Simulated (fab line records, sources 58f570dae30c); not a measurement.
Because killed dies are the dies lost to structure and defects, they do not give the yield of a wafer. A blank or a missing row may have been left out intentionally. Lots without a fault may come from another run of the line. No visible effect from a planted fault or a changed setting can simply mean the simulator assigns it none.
fab line records ; flow berkeley_cmos170
record: lots: 15; wafers: 45; last_day: 13
route steps=331 shown ACTIVE@77 GATE@137 NLDD@209 M2@273
lots with no fault: from the same line, run without faults
start_h: hours from the record's first day to the start of the lot's first wafer shown ; wait_h: time in hours since the lot's previous step ; " same as the row above ; L1.1+2: a single row standing in for several wafers ; - no value, or no start was given ; * or withheld: withheld ; < > ~ a bound
route shown NAME@n: names a module that has steps shown in the file, with the first one's number in the route ; usual: mean/standard deviation taken from wafers without a fault ; same: alike in all rows ; chamber/n: place in a boat ; sites: per-site readings ; _std_site: their standard deviation ; _edge_site: outer sites' mean less inner sites' ; radius_mm: for every site, how far away it sits from the centre of the wafer ; mask NAME#n: copy n ; behind: the tool/chamber that last shaped the wafer ; hold: cause of the lot's hold/its duration in hours/its outcome ; device: the n, p or np transistor that did not switch ; end of line: tests of these same wafers at the route's end ; step lacking rows: just its recipe ; killed: dies that structure and defects cost at the first sort, which is not the same as the wafer's yield ; map: shows each die of a wafer: x if killed, . if not, _ if none is there
set.NAME: the run value of the setting; set.NAME@STEP: its run value at that earlier step ; model.NAME: the simulator's own value behind a step, which no gauge read
a sample of lots followed through the steps of the route, with each step as a table and each wafer as a row
== steps ==
step: UCB170_ACTIVE_CD_MEAS_90
recipe: target_cd_nm: 1200
usual: cd_nm: 1200.0/1.6
lot.wafer;tool;chamber;start_h;wait_h;cd_nm
L690.1;cd_sem-01;-;85.13;0.1;1201.9
L690.2;cd_sem-01;-;85.13;0.1;1200.7
L690.6;cd_sem-01;-;85.13;0.1;1201.4
L692.2;cd_sem-02;-;98.12;0.1;1198.7
L692.3;cd_sem-02;-;98.12;0.1;1197.0
L692.5;cd_sem-02;-;98.12;0.1;1196.8
L693.3;cd_sem-01;-;108.31;0.2;1199.7
L693.4;cd_sem-01;-;108.31;0.2;1198.3
L693.5;cd_sem-01;-;108.31;0.2;1200.8
L694.1;cd_sem-02;-;108.47;0.1;1198.0
L694.5;cd_sem-02;-;108.47;0.1;1196.6
L694.6;cd_sem-02;-;108.47;0.1;1194.2
L695.1;cd_sem-01;-;115.81;0.1;1200.4
L695.2;cd_sem-01;-;115.81;0.1;1200.2
L695.3;cd_sem-01;-;115.81;0.1;1199.8
L700.3;cd_sem-02;-;127.09;0.1;1200.7
L700.5;cd_sem-02;-;127.09;0.1;1199.3
L700.6;cd_sem-02;-;127.09;0.1;1200.7
L701.1;cd_sem-01;-;135.79;0.1;1200.8
L701.4;cd_sem-01;-;135.79;0.1;1200.9
L701.6;cd_sem-01;-;135.79;0.1;1199.9
L702.1;cd_sem-01;-;136.87;0.2;1200.1
L702.4;cd_sem-01;-;136.87;0.2;1200.1
L702.5;cd_sem-01;-;136.87;0.2;1200.3
L704.1;cd_sem-01;-;153.31;0.3;1201.4
L704.2;cd_sem-01;-;153.31;0.3;1202.3
L704.4;cd_sem-01;-;153.31;0.3;1202.0
L703.4;cd_sem-01;-;153.61;0.2;1198.6
L703.5;cd_sem-01;-;153.61;0.2;1198.2
L703.6;cd_sem-01;-;153.61;0.2;1199.0
L705.2;cd_sem-01;-;164.98;0.1;1199.0
L705.3;cd_sem-01;-;164.98;0.1;1200.5
L705.4;cd_sem-01;-;164.98;0.1;1200.3
L706.2;cd_sem-01;-;169.43;0.3;1199.8
L706.5;cd_sem-01;-;169.43;0.3;1199.3
L706.6;cd_sem-01;-;169.43;0.3;1201.3
L707.1;cd_sem-01;-;170.01;0.4;1200.0
L707.4;cd_sem-01;-;170.01;0.4;1199.7
L707.6;cd_sem-01;-;170.01;0.4;1199.9
L708.1;cd_sem-01;-;176.03;0.1;1199.8
L708.3;cd_sem-01;-;176.03;0.1;1198.6
L708.6;cd_sem-01;-;176.03;0.1;1200.0
L711.2;cd_sem-01;-;214.23;0.3;1202.1
L711.3;cd_sem-01;-;214.23;0.3;1200.8
L711.6;cd_sem-01;-;214.23;0.3;1200.9
step: UCB170_GATE_DEVELOP_11
recipe: developer: TMAH; develop_time_s: 45; resist: KrF; dev_temp_c: 21
usual: chill_plate_temp_C: 22.99/0.11; develop_time_s: 45/0
lot.wafer;tool;chamber;start_h;wait_h;chill_plate_temp_C;develop_time_s
L690.1;litho_track-02;0;136;-;23.03;45
L690.2;litho_track-02;0;136;-;23.00;45
L690.6;litho_track-02;0;136;-;23.05;45
L692.2;litho_track-03;0;155;-;23.08;45
L692.3;litho_track-03;0;155;-;22.88;45
L692.5;litho_track-03;0;155;-;23.02;45
L693.3;litho_track-02;0;165;-;22.89;45
L693.4;litho_track-02;0;165;-;22.84;45
L693.5;litho_track-02;0;165;-;22.78;45
L694.1;litho_track-03;0;166;-;23.07;45
L694.5;litho_track-03;0;166;-;22.98;45
L694.6;litho_track-03;0;166;-;22.99;45
L695.1;litho_track-02;0;172;-;22.85;45
L695.2;litho_track-02;0;172;-;22.86;45
L695.3;litho_track-02;0;172;-;22.79;45
L700.3;litho_track-02;0;179;-;23.15;45
L700.5;litho_track-02;0;180;-;23.08;45
L700.6;litho_track-02;0;180;-;23.08;45
L701.1;litho_track-02;0;198;-;22.88;45
L701.4;litho_track-02;0;198;-;23.02;45
L701.6;litho_track-02;0;198;-;22.89;45
L702.1;litho_track-03;-;199;-;-;-
L702.4;litho_track-03;-;199;-;-;-
L702.5;litho_track-03;-;199;-;-;-
L703.4;litho_track-02;-;219;-;-;-
L703.5;litho_track-02;-;219;-;-;-
L703.6;litho_track-02;-;219;-;-;-
L704.1;litho_track-02;-;220;-;-;-
L704.2;litho_track-02;-;220;-;-;-
L704.4;litho_track-02;-;220;-;-;-
L706.2;litho_track-03;0;233;-;22.92;45
L706.5;litho_track-03;0;233;-;22.89;45
L706.6;litho_track-03;0;233;-;23.09;45
L707.1;litho_track-04;0;234;-;22.88;45
L707.4;litho_track-04;0;234;-;23.12;45
L707.6;litho_track-04;0;234;-;22.95;45
L705.2;litho_track-03;0;234;-;22.83;45
L705.3;litho_track-03;0;234;-;23.12;45
L705.4;litho_track-03;0;234;-;23.03;45
L708.1;litho_track-02;0;234;-;23.03;45
L708.3;litho_track-02;0;234;-;23.08;45
L708.6;litho_track-02;0;234;-;22.98;45
L711.2;litho_track-02;0;269;-;23.02;45
L711.3;litho_track-02;0;269;-;23.06;45
L711.6;litho_track-02;0;269;-;23.16;45
step: UCB170_SDANNEAL_RS_MEAS_05
recipe: thk_meas_gauge: four-point-probe
usual: NLDD_RS: 616.3/1.5
lot.wafer;tool;chamber;start_h;wait_h;NLDD_RS[ohm/sq]
L690.1;film_metro-04;-;156.63;0.1;615.3
L690.2;film_metro-04;-;156.63;0.1;615.4
L690.6;film_metro-04;-;156.63;0.1;614.1
L692.2;film_metro-01;-;173.94;0.1;615.0
L692.3;film_metro-01;-;173.94;0.1;615.9
L692.5;film_metro-01;-;173.94;0.1;616.9
L693.3;film_metro-02;-;183.56;0.1;616.8
L693.4;film_metro-02;-;183.56;0.1;616.7
L693.5;film_metro-02;-;183.56;0.1;617.7
L694.1;film_metro-01;-;183.91;0.1;615.9
L694.5;film_metro-01;-;183.91;0.1;615.4
L694.6;film_metro-01;-;183.91;0.1;616.2
L695.1;film_metro-01;-;190.59;0.1;616.3
L695.2;film_metro-01;-;190.59;0.1;616.1
L695.3;film_metro-01;-;190.59;0.1;615.3
L700.3;film_metro-02;-;203.78;0.1;615.0
L700.5;film_metro-02;-;203.78;0.1;616.1
L700.6;film_metro-02;-;203.78;0.1;615.7
L701.1;film_metro-02;-;218.30;0.1;619.4
L701.4;film_metro-02;-;218.30;0.1;617.6
L701.6;film_metro-02;-;218.30;0.1;620.2
L706.2;film_metro-01;-;251.48;0.1;617.3
L706.5;film_metro-01;-;251.48;0.1;619.4
L706.6;film_metro-01;-;251.48;0.1;616.1
L705.2;film_metro-02;-;251.67;0.1;614.9
L705.3;film_metro-02;-;251.67;0.1;616.2
L705.4;film_metro-02;-;251.67;0.1;614.7
L707.1;film_metro-01;-;252.09;0.1;614.7
L707.4;film_metro-01;-;252.09;0.1;616.0
L707.6;film_metro-01;-;252.09;0.1;615.1
L708.1;film_metro-01;-;252.82;0.1;615.5
L708.3;film_metro-01;-;252.82;0.1;614.9
L708.6;film_metro-01;-;252.82;0.1;615.3
L711.2;film_metro-01;-;290.45;0.1;618.0
L711.3;film_metro-01;-;290.45;0.1;616.2
L711.6;film_metro-01;-;290.45;0.1;614.6
step: UCB170_M2_RS_MEAS_02
recipe: thk_meas_gauge: four-point-probe; reads: Al_of_M2_SPUTTER_01
usual: M2_AL_RS: 0.0323/0.00037
lot.wafer;tool;chamber;start_h;wait_h;M2_AL_RS[ohm/sq]
L690.1;film_metro-03;-;169.92;0.0;0.0319
L690.2;film_metro-03;-;169.92;0.0;0.0319
L690.6;film_metro-03;-;169.92;0.0;0.0318
L692.2;film_metro-01;-;189.39;0.1;0.0319
L692.3;film_metro-01;-;189.39;0.1;0.0322
L692.5;film_metro-01;-;189.39;0.1;0.0322
L693.3;film_metro-01;-;198.73;0.1;0.0327
L693.4;film_metro-01;-;198.73;0.1;0.0323
L693.5;film_metro-01;-;198.73;0.1;0.0325
L694.1;film_metro-03;-;200.51;0.0;0.0323
L694.5;film_metro-03;-;200.51;0.0;0.0329
L694.6;film_metro-03;-;200.51;0.0;0.0330
L695.1;film_metro-01;-;205.15;0.0;0.0327
L695.2;film_metro-01;-;205.15;0.0;0.0326
L695.3;film_metro-01;-;205.15;0.0;0.0321
L700.3;film_metro-03;-;218.08;0.1;0.0322
L700.5;film_metro-03;-;218.08;0.1;0.0323
L700.6;film_metro-03;-;218.08;0.1;0.0324
L701.1;film_metro-01;-;228.68;0.0;0.0318
L701.4;film_metro-01;-;228.68;0.0;0.0318
L701.6;film_metro-01;-;228.68;0.0;0.0318
L706.2;film_metro-03;-;262.72;0.1;0.0323
L706.5;film_metro-03;-;262.72;0.1;0.0324
L706.6;film_metro-03;-;262.72;0.1;0.0325
L705.2;film_metro-01;-;263.95;0.1;0.0322
L705.3;film_metro-01;-;263.95;0.1;0.0321
L705.4;film_metro-01;-;263.95;0.1;0.0320
L707.1;film_metro-04;-;265.29;0.0;0.0322
L707.4;film_metro-04;-;265.29;0.0;0.0325
L707.6;film_metro-04;-;265.29;0.0;0.0323
L708.1;film_metro-01;-;265.65;0.0;0.0322
L708.3;film_metro-01;-;265.65;0.0;0.0323
L708.6;film_metro-01;-;265.65;0.0;0.0322
L711.2;film_metro-01;-;306.76;0.1;0.0321
L711.3;film_metro-01;-;306.76;0.1;0.0322
L711.6;film_metro-01;-;306.76;0.1;0.0322
== key ==
first_sign: step: UCB170_GATE_DEVELOP_11; reading: tool_record; direction: missing
effect none on later readings
met_at UCB170_GATE_DEVELOP_11
struck_lots L702,L703,L704
later_rows_left_out L702.1,L702.4,L702.5,L703.4,L703.5,L703.6,L704.1,L704.2,L704.4
sort_left_out L702.1,L702.4,L702.5,L703.4,L703.5,L703.6,L704.1,L704.2,L704.4
tester_left_out L702,L703,L704
not_acting_at UCB170_ACTIVE_CD_MEAS_90,UCB170_SDANNEAL_RS_MEAS_05,UCB170_M2_RS_MEAS_02
onset_between 198 199
fault: kind: skipped_step_whole; tool: litho_track-02,litho_track-03; chamber: -; onset_h: 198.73; steps: UCB170_GATE_DEVELOP_11; scope: struck_lots_only
tester_left_out: of these lots the tester's yield and bins aren't shown, on N5 and GAA mostly nor the transistor test; their killed dies are dies lost to structure and defects alone, not to doping, threshold or leakage, so they don't give the yield
sort_left_out: the simulated sort isn't trusted on such a fault, so these wafers' sort isn't shown, and their yield isn't known
later_rows_left_out: the simulator's readings of these wafers behind a module that went badly wrong aren't trusted and aren't shown, but for the sort
